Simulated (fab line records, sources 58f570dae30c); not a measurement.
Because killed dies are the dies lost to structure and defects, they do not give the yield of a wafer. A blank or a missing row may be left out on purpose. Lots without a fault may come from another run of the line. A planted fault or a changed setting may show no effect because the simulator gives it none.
fab line records	flow berkeley_cmos170
[record] lots = 6	wafers = 18	last_day = 12
route steps=331 shown NWELL@27 PWELL@34
lots that met no fault: taken from a fault-free run of the same line
start_h: hours from the record's first day to the start of the lot's first wafer shown	wait_h: time in hours since the lot's previous step	" as in the row above	L1.1+2: a single row standing in for several wafers	- value missing, or start not given	* or withheld: withheld	< > ~ a bound
route shown NAME@n: names a module that has steps shown in the file, with the first one's number in the route	usual: the fault-free wafers' mean and standard deviation	same: alike in all rows	chamber/n: place in a boat	sites: per-site readings	_std_site: standard deviation across them	_edge_site: the outer-site mean with the inner-site mean subtracted	radius_mm: how far each site lies from the wafer's centre	mask NAME#n: copy n	behind: the most recent tool/chamber to have shaped the wafer	hold: why the lot was held/for how many hours/how that ended	device: names the non-switching transistor (n, p or np)	end of line: the same wafers' tests at the end of the route	where a step has no rows: the recipe by itself	killed: at the first sort, the dies lost to defects and structure; wafer yield is something else	map: shows each die of a wafer: x if killed, . if not, _ if none is there
set.NAME: the setting as run; set.NAME@STEP: as run at that earlier step	model.NAME: the simulator's own value behind a step, which no gauge read
certain route steps with their lots: each step a table, each wafer a row
services: a tool's chamber out of use, with start hour (start_h, from the record's first day; less than 0 if before it), hours out, and reason
[[steps]]
[step UCB170_NWELL_ETCH_13]
[recipe] chemistry = CH3F/Ar/O2	target = Si3N4	stop_on = SiO2	CH3F_flow_sccm = 20	Ar_flow_sccm = 50	O2_flow_sccm = 7	pressure_mtorr = 50	rf_w = 450	target_depth_a = 2464	over_etch_frac = 0.1	time_s = 154
[usual] drypump_motor_current_A = 5.8/0.43	oes_product_au = 0.939/0.0092	throttle_valve_pct = 8.02/0.092
lot.wafer	tool	chamber	start_h	wait_h	drypump_motor_current_A	oes_product_au	rf_hours_counter_h	throttle_valve_pct
L620.3	rie_diel-03	0	45.82	0.0	6.2	0.941	151	8.06
L620.4	"	1	"	"	5.6	0.949	67	8.17
L620.6	"	0	"	"	6.2	0.964	-	8.05
L623.1	rie_diel-02	0	67.94	0.0	6.3	0.919	140	7.97
L623.3	"	2	"	"	6.7	0.939	46	8.00
L623.4	"	3	"	"	5.9	0.932	81	7.91
L628.4	rie_diel-03	0	86.93	0.0	6.2	0.941	152	8.04
L628.5	"	3	"	"	5.4	0.942	-	7.94
L628.6	"	0	"	"	6.2	0.941	-	8.06
L629.1	rie_diel-02	2	90.71	0.0	6.6	0.940	47	7.99
L629.3	"	0	"	"	6.3	0.929	141	7.97
L629.5	"	2	"	"	6.7	0.935	-	8.02
L633.2	rie_diel-03	0	111.33	0.0	6.2	0.951	153	8.07
L633.3	"	2	"	"	5.8	0.935	83	8.05
L633.6	"	2	"	"	5.8	0.935	-	8.06
L639.3	rie_diel-03	3	146.26	0.0	5.4	0.938	13	7.95
L639.4	"	1	"	"	5.6	0.943	71	8.18
L639.6	"	1	"	"	5.6	0.932	-	8.20
[step UCB170_NWELL_IMPLANT_14]
[recipe] species = P	dose_cm2 = 1e+13	energy_kev = 150	tilt_deg = 7
[step UCB170_NWELL_STRIP_15]
[recipe] chemistry = O2	power_w = 400	pressure_mtorr = 3500	platen_temp_c = withheld	o2_flow_sccm = 400	overash_fraction = 0.5
[usual] drypump_motor_current_A = 5.5/0.5	oes_product_au = 0.720/0.0044	strip_time_to_endpoint_s = 18.04/0.075
lot.wafer	tool	chamber	start_h	wait_h	drypump_motor_current_A	oes_product_au	rf_hours_counter_h	strip_time_to_endpoint_s
L620.3	plasma_asher-03	1	46.11	0.1	5.3	0.718	-	18.21
L620.4	"	0	"	"	5.1	0.728	-	18.10
L620.6	"	0	"	"	5.2	0.719	-	18.16
L623.1	plasma_asher-02	1	68.19	0.1	5.7	0.720	34	18.07
L623.3	"	0	"	"	4.9	0.714	-	18.08
L623.4	"	1	"	"	5.7	0.719	-	18.02
L628.4	plasma_asher-01	1	87.21	0.1	6.3	0.718	-	18.08
L628.5	"	1	"	"	6.3	0.712	-	18.15
L628.6	"	0	"	"	6.1	0.715	-	18.06
L629.1	plasma_asher-02	1	90.97	0.1	5.7	0.727	36	17.96
L629.3	"	0	"	"	4.9	0.730	-	18.00
L629.5	"	1	"	"	5.7	0.718	-	17.96
L633.2	plasma_asher-02	1	111.59	0.1	5.7	0.719	39	18.07
L633.3	"	0	"	"	4.9	0.719	-	17.98
L633.6	"	0	"	"	5.0	0.717	-	18.07
L639.3	plasma_asher-03	1	146.55	0.1	5.3	0.721	-	18.10
L639.4	"	0	"	"	5.2	0.714	-	18.08
L639.6	"	1	"	"	5.3	0.721	-	18.06
[step UCB170_NWELL_TW_MEAS_16]
[usual] NWELL_TW = 1243/12
lot.wafer	tool	chamber	start_h	wait_h	NWELL_TW
L620.3	film_metro-03	-	46.20	0.1	1257
L620.4	"	-	"	"	1260
L620.6	"	-	"	"	1254
L623.1	film_metro-03	-	68.29	0.1	1235
L623.3	"	-	"	"	1238
L623.4	"	-	"	"	1239
L628.4	film_metro-01	-	87.31	0.1	1230
L628.5	"	-	"	"	1217
L628.6	"	-	"	"	1228
L629.1	film_metro-03	-	91.07	0.1	1243
L629.3	"	-	"	"	1241
L629.5	"	-	"	"	1241
L633.2	film_metro-04	-	111.70	0.1	1258
L633.3	"	-	"	"	1253
L633.6	"	-	"	"	1250
L639.3	film_metro-03	-	146.63	0.1	1233
L639.4	"	-	"	"	1239
L639.6	"	-	"	"	1238
[step UCB170_NWELL_CLEAN_17]
[recipe] chemistry = SPM	temp_c = 120	time_s = 600
[step UCB170_NWELL_WET_ETCH_18]
[recipe] chemistry = H3PO4	target = Si3N4	temp_c = 160	time_s = 14400
[step UCB170_NWELL_WET_ETCH_19]
[recipe] chemistry = BOE	dilution = 5:1	target = SiO2	temp_c = 25	time_s = 22
[step UCB170_PWELL_CLEAN_00]
[recipe] chemistry = SPM	temp_c = 120	time_s = 600
[step UCB170_PWELL_CLEAN_01]
[recipe] chemistry = dHF	dilution = 25:1	time_s = 60
[step UCB170_PWELL_OXIDATION_02]
[recipe] temp_c = 1000	ambient = O2	target_thk_a = 264	ox_time_s = 1260
[step UCB170_PWELL_THK_MEAS_03]
[recipe] reads = SiO2_of_PWELL_OXIDATION_02
[usual] PWELL_OXIDE_THK = 26.3/0.45
lot.wafer	tool	chamber	start_h	wait_h	PWELL_OXIDE_THK[nm]
L620.3	film_metro-02	-	54.66	0.0	26.1
L620.4	"	-	"	"	25.6
L620.6	"	-	"	"	25.7
L623.1	film_metro-04	-	78.45	0.0	26.6
L623.3	"	-	"	"	26.6
L623.4	"	-	"	"	26.6
L629.1	film_metro-01	-	99.67	0.0	25.7
L629.3	"	-	"	"	26.0
L629.5	"	-	"	"	25.8
L628.4	film_metro-04	-	99.70	0.0	26.6
L628.5	"	-	"	"	27.0
L628.6	"	-	"	"	26.6
L633.2	film_metro-04	-	121.79	0.0	26.4
L633.3	"	-	"	"	26.8
L633.6	"	-	"	"	27.1
L639.3	film_metro-04	-	155.95	0.0	26.7
L639.4	"	-	"	"	26.3
L639.6	"	-	"	"	26.9
[step UCB170_PWELL_ANNEAL_04]
[recipe] temp_c = 1000	time_s = 900	ambient = N2
[step UCB170_PWELL_CVD_05]
[recipe] material = Si3N4	target_thk_nm = 220	temp_c = 800	precursor = SiH2Cl2/NH3	time_s = 3300	pressure_mtorr = 200	sih2cl2_flow_sccm = 25	nh3_flow_sccm = 75
[usual] sih2cl2_flow_sccm = 25.00/0.072	spike_tc_centre_C = 802.9/1.2	spike_tc_load_C = 821.8/2.8	spike_tc_source_C = 823.8/1.4	susceptor_temp_C = 800.1/0.37
lot.wafer	tool	chamber	start_h	wait_h	sih2cl2_flow_sccm	spike_tc_centre_C	spike_tc_load_C	spike_tc_source_C	susceptor_temp_C	model.Si3N4_of_PWELL_CVD_05.thk_nm
L620.3	lpcvd-01	1	61.23	1.9	25.07	801.4	821.0	823.5	799.7	219.3
L620.4	"	1	"	"	25.04	802.3	821.0	824.3	799.8	221.2
L620.6	"	1	"	"	24.94	801.3	820.5	824.3	799.9	220.7
L623.1	lpcvd-02	0	82.70	0.0	24.96	802.6	822.3	820.8	800.3	220.4
L623.3	"	0	"	"	25.01	804.0	824.9	822.0	800.0	222.4
L623.4	"	0	"	"	24.93	804.3	821.9	822.5	800.1	222.2
L628.4	lpcvd-01	0	104.09	0.0	24.99	824.6	841.0	847.0	821.6	322.4
L628.5	"	0	"	"	24.91	822.1	840.6	846.8	821.5	322.8
L628.6	"	0	"	"	25.02	824.9	841.4	846.2	821.6	323.6
L629.1	lpcvd-01	0	104.09	0.0	25.05	822.1	841.7	845.3	821.8	321.8
L629.3	"	0	"	"	25.05	824.4	840.7	846.6	821.7	321.7
L629.5	"	0	"	"	25.03	824.8	841.3	847.5	821.4	323.1
L633.2	lpcvd-02	1	129.38	0.3	24.99	803.6	825.6	822.6	799.6	218.2
L633.3	"	1	"	"	24.99	802.6	827.3	824.3	800.1	219.1
L633.6	"	1	"	"	24.93	802.3	824.7	824.9	799.9	218.2
L639.3	lpcvd-02	1	160.89	0.5	25.02	803.4	827.4	823.5	800.6	220.7
L639.4	"	1	"	"	25.02	803.9	824.8	823.0	800.3	218.4
L639.6	"	1	"	"	24.92	802.1	824.2	823.7	800.4	219.2
[step UCB170_PWELL_THK_MEAS_06]
[recipe] reads = Si3N4_of_PWELL_CVD_05
[usual] PWELL_NITRIDE_THK = 220.5/1.8
lot.wafer	tool	chamber	start_h	wait_h	PWELL_NITRIDE_THK[nm]
L620.3	film_metro-01	-	64.12	0.0	219.4
L620.4	"	-	"	"	221.2
L620.6	"	-	"	"	220.8
L623.1	film_metro-01	-	84.61	0.0	220.3
L623.3	"	-	"	"	222.3
L623.4	"	-	"	"	222.3
L629.1	film_metro-02	-	106.01	0.0	321.5
L629.3	"	-	"	"	321.8
L629.5	"	-	"	"	323.1
L628.4	film_metro-04	-	106.04	0.0	322.7
L628.5	"	-	"	"	322.5
L628.6	"	-	"	"	323.5
L633.2	film_metro-01	-	131.30	0.0	218.3
L633.3	"	-	"	"	219.3
L633.6	"	-	"	"	218.3
L639.3	film_metro-01	-	163.79	0.0	220.5
L639.4	"	-	"	"	218.3
L639.6	"	-	"	"	219.2
[step UCB170_PWELL_HMDS_07]
[recipe] prime_time_s = 60	prime_temp_c = 100
[step UCB170_PWELL_COAT_08]
[recipe] resist = KrF	spin_rpm = 1500	resist_thk_nm = 900
[step UCB170_PWELL_SOFTBAKE_09]
[recipe] resist = KrF	temp_c = 130	time_s = 60
[step UCB170_PWELL_EXPOSE_10]
[recipe] mask_id = PWELL	target_cd_nm = 3000	na = 0.5	sigma_outer = 0.6	source_shape = conventional	dose_mj = 19
[step UCB170_PWELL_PEB_11]
[recipe] peb_temp_c = 130	peb_time_s = withheld	resist = KrF
[step UCB170_PWELL_DEVELOP_12]
[recipe] developer = TMAH	develop_time_s = 45	resist = KrF	dev_temp_c = 21
[step UCB170_PWELL_OVL_MEAS_13]
[usual] PWELL_OVL = -4/4.3
lot.wafer	tool	chamber	start_h	wait_h	PWELL_OVL[nm]
L620.3	overlay-02	-	65.24	-	-2
L620.4	"	-	"	"	-8
L620.6	"	-	"	"	-7
L623.1	overlay-02	-	85.51	-	-10
L623.3	"	-	"	"	-8
L623.4	"	-	"	"	-10
L628.4	overlay-01	-	107.72	-	-1
L628.5	"	-	"	"	1
L628.6	"	-	"	"	-2
L629.1	overlay-02	-	107.88	-	-8
L629.3	"	-	"	"	-4
L629.5	"	-	"	"	-2
L633.2	overlay-02	-	132.20	-	-12
L633.3	"	-	"	"	-11
L633.6	"	-	"	"	-6
L639.3	overlay-02	-	164.83	-	-2
L639.4	"	-	"	"	-5
L639.6	"	-	"	"	-3
[step UCB170_PWELL_ETCH_14]
[recipe] chemistry = CH3F/Ar/O2	target = Si3N4	stop_on = SiO2	CH3F_flow_sccm = 20	Ar_flow_sccm = 50	O2_flow_sccm = 7	pressure_mtorr = 50	rf_w = 450	target_depth_a = 2420	over_etch_frac = 0.1	time_s = 151
[usual] drypump_motor_current_A = 5.9/0.43	oes_product_au = 0.939/0.0089	throttle_valve_pct = 8.06/0.13
lot.wafer	tool	chamber	start_h	wait_h	drypump_motor_current_A	oes_product_au	rf_hours_counter_h	throttle_valve_pct	model.etch.depth_nm
L620.3	rie_diel-01	2	65.26	0.0	6.0	0.936	68	7.98	219.3
L620.4	"	3	"	"	5.1	0.945	0	8.05	221.2
L620.6	"	2	"	"	6.0	0.937	-	7.96	220.7
L623.1	rie_diel-04	0	85.55	0.0	6.0	0.935	41	8.21	220.4
L623.3	"	1	"	"	5.7	0.945	13	8.21	222.4
L623.4	"	0	"	"	6.0	0.945	-	8.23	222.2
L628.4	rie_diel-01	1	107.73	0.0	5.4	0.987	6	7.87	244.3
L628.5	"	1	"	"	5.4	0.982	-	7.85	241.1
L628.6	"	2	"	"	6.0	1.000	-	7.98	243.3
L629.1	rie_diel-02	1	107.91	0.0	5.2	0.998	4	8.12	241.5
L629.3	"	0	"	"	6.3	0.979	142	7.96	240.6
L629.5	"	2	"	"	6.6	1.005	-	8.00	243.5
L633.2	rie_diel-04	3	132.23	0.0	6.3	0.937	49	8.22	218.2
L633.3	"	1	"	"	5.7	0.939	14	8.20	219.1
L633.6	"	1	"	"	5.7	0.929	-	8.18	218.2
L639.3	rie_diel-02	0	164.86	0.0	6.3	0.934	144	7.94	220.7
L639.4	"	1	"	"	5.2	0.940	7	8.10	218.4
L639.6	"	3	"	"	5.9	0.929	-	7.90	219.2
[step UCB170_PWELL_IMPLANT_15]
[recipe] species = B	dose_cm2 = 5e+12	energy_kev = 60	tilt_deg = 7
[[services]]
tool	chamber	start_h	hours	kind
rie_diel-01	3	41.64	-	clean
rie_diel-01	3	41.64	16.2	scheduled_down
rie_diel-01	3	41.64	16.2	vent_cycle
rie_diel-03	2	65.71	9.4	repair
rie_diel-02	0	72.72	9.5	repair
rie_diel-04	2	81.85	17.5	repair
rie_diel-04	-	99.52	28.1	pm
rie_diel-02	2	101.59	4.0	repair
plasma_asher-03	-	108.75	9.0	pm
plasma_asher-03	0	108.75	9.0	vent_cycle
plasma_asher-03	1	108.75	9.0	vent_cycle
lpcvd-02	-	114.78	14.6	pm
plasma_asher-03	0	117.75	-	clean
plasma_asher-03	1	117.75	-	clean
rie_diel-03	2	118.40	7.2	repair
plasma_asher-03	-	144.91	1.1	repair
rie_diel-03	0	147.03	-	clean
rie_diel-03	0	147.03	20.4	scheduled_down
rie_diel-03	0	147.03	20.4	vent_cycle
rie_diel-03	3	154.94	2.8	repair
rie_diel-04	2	162.04	7.4	repair
plasma_asher-03	-	164.81	1.9	repair
[[key]]
[first_sign] step = UCB170_PWELL_CVD_05	reading = susceptor_temp_C	direction = up	sigmas = 58	usual = *	struck = *
[effect] step = UCB170_PWELL_CVD_05	reading = spike_tc_centre_C	direction = up	sigmas = 17	usual = 802.9	struck = 823.8
[effect] step = UCB170_PWELL_THK_MEAS_06	reading = PWELL_NITRIDE_THK	direction = up	sigmas = 56	usual = 220.5	struck = 322.5
[effect] step = UCB170_PWELL_ETCH_14	reading = oes_product_au	direction = up	sigmas = 6	usual = 0.939	struck = 0.992
[model_effect] step = UCB170_PWELL_CVD_05	value = Si3N4_of_PWELL_CVD_05.thk_nm	without = 220.8	struck = 322.6
[model_effect] step = UCB170_PWELL_ETCH_14	value = etch.depth_nm	without = 220.8	struck = 242.4
met_at UCB170_PWELL_CVD_05
struck_wafers L628.4,L628.5,L628.6,L629.1,L629.3,L629.5
later_rows_left_out L628.4,L628.5,L628.6,L629.1,L629.3,L629.5
sort_left_out L628.4,L628.5,L628.6,L629.1,L629.3,L629.5
tester_left_out L628,L629
onset_between 61.23 104.09
[fault] kind = process_parameter_drift	tool = lpcvd-01	chamber = -	onset_h = 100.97	steps = UCB170_PWELL_CVD_05	channel = temp_c	offset = *	shape = step	end_h = 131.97	acts_in = *	stated = *
// tester_left_out: of these lots the tester's yield and bins aren't shown, on N5 and GAA mostly nor the transistor test; their killed dies are dies lost to structure and defects alone, not to doping, threshold or leakage, so they don't give the yield
// sort_left_out: the simulated sort isn't trusted on such a fault, so these wafers' sort isn't shown, and their yield isn't known
// later_rows_left_out: the simulator's readings of these wafers behind a module that went badly wrong aren't trusted and aren't shown, but for the sort
